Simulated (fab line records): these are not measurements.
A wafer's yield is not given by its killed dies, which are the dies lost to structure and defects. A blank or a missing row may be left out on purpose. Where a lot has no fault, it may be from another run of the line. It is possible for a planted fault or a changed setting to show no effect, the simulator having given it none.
Problem report, 8D (eight disciplines) form, completed by code :: flow berkeley-cmos170 :: the parts of the form that need people (team, actions taken, sign-off) are left out

## 1. WHAT IS WRONG
Wafers without a fault read 99.98 C, standard deviation 0.14; prime-temp-c at UCB170_M3_HMDS_04 reads a mean of 100.88 C on 9 wafers belonging to 3 lots. That is +6.4 standard deviations from the usual mean.
The step: prime time 60 s.
The first sign was on wafer L123.2 at day 10 18:33, on litho-track-02. Wafers with a number at this step in the record: 45, from 15 lots. Rule for "out" (also "out of limits"): further than 4 standard deviations from the usual mean. The rest of the wafers with a number are treated as sound.

## 2. WHAT IT IS, WHAT IT ISN'T
question: which readings at this step
is: prime-temp-c
is not: -

question: which lots
is: L123, L128, L131
is not: L108, L110, L112, L113, L114, L115, L116, L117, L119, L120, L124, L130

question: which wafers of those lots
is: all that have a number
is not: -

question: read on which tools
is: litho-track-02
is not: litho-track-01, litho-track-04

question: when
is: from day 10 18:33
is not: up to then (30 sound wafers); but 6 sound wafers of L124, L130 came after

## 3. THE SUSPECTS, EACH WITH WHAT RULES IT OUT
Counting: a tool at any process step up to the reading remains a suspect when it ran all the lots that are out and ran no sound lot after the first of those.
- litho-track-02 at UCB170_M3_HMDS_04 (prime time 60 s): kept. It ran every lot that is out, first L123 (day 10 18:33), and no sound lot after that; its last sound lot up to then is L120 (day 10 04:05). Out on those wafers are its own readings of prime-temp-c.
After counting, what remains is litho-track-02 at UCB170_M3_HMDS_04.

## 4. THE CAUSE (what the simulator had put in)
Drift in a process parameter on litho-track-02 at UCB170_M3_HMDS_04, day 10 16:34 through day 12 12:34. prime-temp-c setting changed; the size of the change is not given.
Counting left only this tool.

## 5. SEQUENCE OF EFFECTS, ordered by route
Each row: a reading where the mean over the struck wafers with a number is more than 3 standard deviations away from the usual. Only readings whose record carries a usual standard deviation are examined. hours: median over the lots of the time between each lot's start at the first step of this table that gives one and its start at this step. sigmas: the change, counted in usual standard deviations.
hours: 0
step: UCB170_M3_HMDS_04
reading: prime-temp-c
usual: 99.98 C
on struck wafers: 100.88
change: +0.90
sigmas: +6.4
The process steps in it:
- UCB170_M3_HMDS_04: prime time 60 s.

## 6. WHAT WOULD HAVE CAUGHT IT SOONER
In this record the first reading out of limits was taken at day 10 18:33, 2 hours after the fault began at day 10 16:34.
